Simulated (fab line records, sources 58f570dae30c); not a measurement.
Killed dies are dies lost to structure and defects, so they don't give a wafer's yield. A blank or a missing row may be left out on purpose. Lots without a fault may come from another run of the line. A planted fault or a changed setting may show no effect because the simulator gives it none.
Which tool did it? | flow berkeley_cmos170 | 14 lots, 42 wafers sampled, at 2 steps of a route of 331

WHAT THE GAUGES READ, wafer by wafer
UCB170_M2_CD_MEAS_15: target cd 700 nm.
lot  | measured     | on        | cd_nm (nm)
L153 | day 9 03:04  | cd_sem-01 | 700.4 699.5 699.5
L152 | day 9 04:35  | cd_sem-01 | 697.5 697.6 699.0
L154 | day 9 05:58  | cd_sem-01 | 698.8 699.2 698.6
L151 | day 9 06:18  | cd_sem-01 | 698.8 700.3 700.5
L157 | day 10 06:02 | cd_sem-01 | 700.0 698.5 698.6
L159 | day 10 18:19 | cd_sem-01 | 702.0 701.6 702.2
L160 | day 11 04:07 | cd_sem-01 | 700.2 701.5 700.8
L164 | day 11 17:56 | cd_sem-01 | 701.3 701.5 703.1
L165 | day 12 09:25 | cd_sem-01 | 702.2 701.6 701.1
L166 | day 12 10:19 | cd_sem-02 | 699.9 697.9 699.0
L167 | day 12 16:29 | cd_sem-01 | 703.7 702.5 701.9
L168 | day 13 04:25 | cd_sem-01 | 698.9 700.2 700.3
L174 | day 13 15:39 | cd_sem-01 | 700.0 698.5 700.6
L173 | day 14 05:08 | cd_sem-01 | 699.3 697.4 698.7

WHICH TOOL RAN EACH LOT (tool, then ch and the chambers of the sampled wafers, then the start)
lot  | UCB170_M2_STRIP_07
L153 | plasma_asher-04 ch 0,1, day 9 01:44
L152 | plasma_asher-02 ch 0,1, day 9 02:50
L154 | plasma_asher-01 ch 0,1, day 9 04:42
L151 | plasma_asher-02 ch 0,1, day 9 05:01
L157 | plasma_asher-04 ch 0,1, day 10 03:32
L159 | plasma_asher-04 ch 1, day 10 16:55
L160 | plasma_asher-04 ch 0,1, day 11 02:44
L164 | plasma_asher-04 ch 0,1, day 11 16:03
L165 | plasma_asher-02 ch 1, day 12 08:10
L166 | plasma_asher-01 ch 0,1, day 12 09:03
L167 | plasma_asher-01 ch 0, day 12 14:28
L168 | plasma_asher-01 ch 1, day 13 01:48
L174 | plasma_asher-01 ch 0,1, day 13 14:07
L173 | plasma_asher-04 ch 0,1, day 14 01:24
- UCB170_M2_STRIP_07: strips in O2.

WHAT THE TOOLS THEMSELVES READ (means of the sampled wafers that have a number; where no wafer has one, the mark that the record gives instead)
UCB170_M2_STRIP_07.
lot  | tool            | drypump_motor_current_A (A) | oes_product_au (a.u.) | strip_time_to_endpoint_s (s)
L153 | plasma_asher-04 | 5.8                         | 0.734                 | 21.96
L152 | plasma_asher-02 | 5.2                         | 0.733                 | 22.02
L154 | plasma_asher-01 | 6.3                         | 0.734                 | 22.10
L151 | plasma_asher-02 | 5.2                         | 0.736                 | 21.94
L157 | plasma_asher-04 | 5.6                         | 0.736                 | 22.06
L159 | plasma_asher-04 | 5.3                         | 0.734                 | 22.04
L160 | plasma_asher-04 | 5.8                         | 0.734                 | 21.88
L164 | plasma_asher-04 | 5.6                         | 0.733                 | 22.04
L165 | plasma_asher-02 | 5.8                         | 0.736                 | 22.01
L166 | plasma_asher-01 | 6.3                         | 0.732                 | 22.01
L167 | plasma_asher-01 | 5.8                         | 0.733                 | 21.89
L168 | plasma_asher-01 | 6.5                         | 0.737                 | 22.10
L174 | plasma_asher-01 | 6.0                         | 0.734                 | 21.88
L173 | plasma_asher-04 | 5.8                         | 0.736                 | 21.95

THE ANSWER, worked out from the rows above alone
Rule: what is usual is taken from the lots themselves. Put in order of their means at a reading, lots are off if they are a third of the lots or fewer, leave a main group of 4 or more, and stand apart from it by a gap of 3 or more times the standard deviation of the main group's means; of several such gaps the widest counts. A main group whose means are all the same, to the digits that the tables above print for the reading, isn't used. A lot without any number at a reading at which 4 lots or more have one is off too. The other lots that the step has rows for count as sound. The gauges are gone through in route order, then the tools' own readings, and for those a lot's mean is taken as printed above. The first step at which some lot is off is used, and at that step the reading that is off furthest; a lot without a number counts as furthest.
No lot is off at any reading shown: from this, nothing can be told.

WHAT THE SIMULATOR HAD PUT IN
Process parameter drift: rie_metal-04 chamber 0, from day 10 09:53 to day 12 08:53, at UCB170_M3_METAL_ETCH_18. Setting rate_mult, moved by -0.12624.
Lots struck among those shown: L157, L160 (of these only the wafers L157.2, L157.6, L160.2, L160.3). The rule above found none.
